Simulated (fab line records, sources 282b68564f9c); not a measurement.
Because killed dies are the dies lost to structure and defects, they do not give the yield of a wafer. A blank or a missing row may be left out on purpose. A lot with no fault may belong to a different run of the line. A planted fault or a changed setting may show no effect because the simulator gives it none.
What tool caused it? :: flow rit-cmos :: Sampling: 14 lots, 42 wafers, 2 of 202 route steps

## WHAT THE GAUGES SHOWED, per wafer
RIT_ACTIVE_THK_MEAS_04. Usual: ACTIVE_NITRIDE_THK 150.6 nm, standard deviation 1.6.
lot: L668
measured: day 1 13:32
on: film-metro-02
ACTIVE_NITRIDE_THK (nm): 153.0 152.8 153.2
flag: 

lot: L670
measured: day 2 00:15
on: film-metro-01
ACTIVE_NITRIDE_THK (nm): 149.2 150.6 150.5
flag: 

lot: L671
measured: day 2 04:32
on: film-metro-01
ACTIVE_NITRIDE_THK (nm): 153.4 152.9 153.3
flag: 

lot: L673
measured: day 2 15:42
on: film-metro-03
ACTIVE_NITRIDE_THK (nm): 149.4 150.0 150.1
flag: 

lot: L674
measured: day 2 19:50
on: film-metro-01
ACTIVE_NITRIDE_THK (nm): 126.6 125.0 125.8
flag: OFF

lot: L675
measured: day 3 01:43
on: film-metro-02
ACTIVE_NITRIDE_THK (nm): 125.7 124.9 125.2
flag: OFF

lot: L683
measured: day 4 16:32
on: film-metro-03
ACTIVE_NITRIDE_THK (nm): 150.9 151.0 150.4
flag: 

lot: L684
measured: day 4 21:32
on: film-metro-03
ACTIVE_NITRIDE_THK (nm): 148.7 149.7 150.4
flag: 

lot: L685
measured: day 5 02:32
on: film-metro-01
ACTIVE_NITRIDE_THK (nm): 150.2 150.5 151.6
flag: 

lot: L686
measured: day 5 07:32
on: film-metro-03
ACTIVE_NITRIDE_THK (nm): 149.3 150.5 148.6
flag: 

lot: L688
measured: day 5 17:33
on: film-metro-01
ACTIVE_NITRIDE_THK (nm): 147.8 147.6 147.6
flag: 

lot: L689
measured: day 5 22:33
on: film-metro-03
ACTIVE_NITRIDE_THK (nm): 151.8 150.5 150.1
flag: 

lot: L690
measured: day 6 03:32
on: film-metro-02
ACTIVE_NITRIDE_THK (nm): 150.8 150.7 150.5
flag: 

lot: L691
measured: day 6 09:16
on: film-metro-01
ACTIVE_NITRIDE_THK (nm): 149.1 150.1 149.7
flag: 

## WHAT TOOL EACH LOT RAN ON (gives the tool, then ch and the chambers of the sampled wafers, and finally the start)
lot: L668
RIT_ACTIVE_CVD_03: lpcvd-01 ch 1, day 1 12:07

lot: L670
RIT_ACTIVE_CVD_03: lpcvd-02 ch 1, day 1 22:07

lot: L671
RIT_ACTIVE_CVD_03: lpcvd-01 ch 0, day 2 03:07

lot: L673
RIT_ACTIVE_CVD_03: lpcvd-01 ch 1, day 2 14:16

lot: L674
RIT_ACTIVE_CVD_03: lpcvd-01 ch 1, day 2 18:25

lot: L675
RIT_ACTIVE_CVD_03: lpcvd-01 ch 0, day 3 00:18

lot: L683
RIT_ACTIVE_CVD_03: lpcvd-02 ch 1, day 4 15:07

lot: L684
RIT_ACTIVE_CVD_03: lpcvd-02 ch 0, day 4 20:07

lot: L685
RIT_ACTIVE_CVD_03: lpcvd-02 ch 1, day 5 01:07

lot: L686
RIT_ACTIVE_CVD_03: lpcvd-02 ch 0, day 5 06:07

lot: L688
RIT_ACTIVE_CVD_03: lpcvd-02 ch 1, day 5 16:07

lot: L689
RIT_ACTIVE_CVD_03: lpcvd-02 ch 1, day 5 21:07

lot: L690
RIT_ACTIVE_CVD_03: lpcvd-01 ch 0, day 6 02:07

lot: L691
RIT_ACTIVE_CVD_03: lpcvd-02 ch 1, day 6 07:07
- RIT_ACTIVE_CVD_03: deposits Si3N4 from SiH2Cl2/NH3, target thk 150 nm, time 1500 s.

## AS READ BY THE TOOLS THEMSELVES (means over the sampled wafers that have a number; for cases with no such wafer, the mark the record gives instead)
The record holds no such reading with a usual standard deviation.

## THE ANSWER, worked out from the rows above alone
Rule: take the mean of a lot's wafers that have a number; if it is more than 3 standard deviations from the usual mean, the lot is off. Also off: a lot with no number at a reading for which 4 or more lots have one. Any other lot the step has rows for is counted as sound. The gauges are gone through in route order, then the tools' own readings, and for those a lot's mean is taken as printed above. At the first step where some lot is off, the reading lying furthest off is the one used; lots without a number count as furthest.
Off: L674, L675, at RIT_ACTIVE_THK_MEAS_04 (ACTIVE_NITRIDE_THK).
A tool fits if, at a process step before that reading, it ran every lot that is off, and no sound lot after the first of them. Those tools and the gauges at RIT_ACTIVE_THK_MEAS_04 are tried in the same way. Of those tried, none fits.

## WHAT THE SIMULATOR HAD INSERTED
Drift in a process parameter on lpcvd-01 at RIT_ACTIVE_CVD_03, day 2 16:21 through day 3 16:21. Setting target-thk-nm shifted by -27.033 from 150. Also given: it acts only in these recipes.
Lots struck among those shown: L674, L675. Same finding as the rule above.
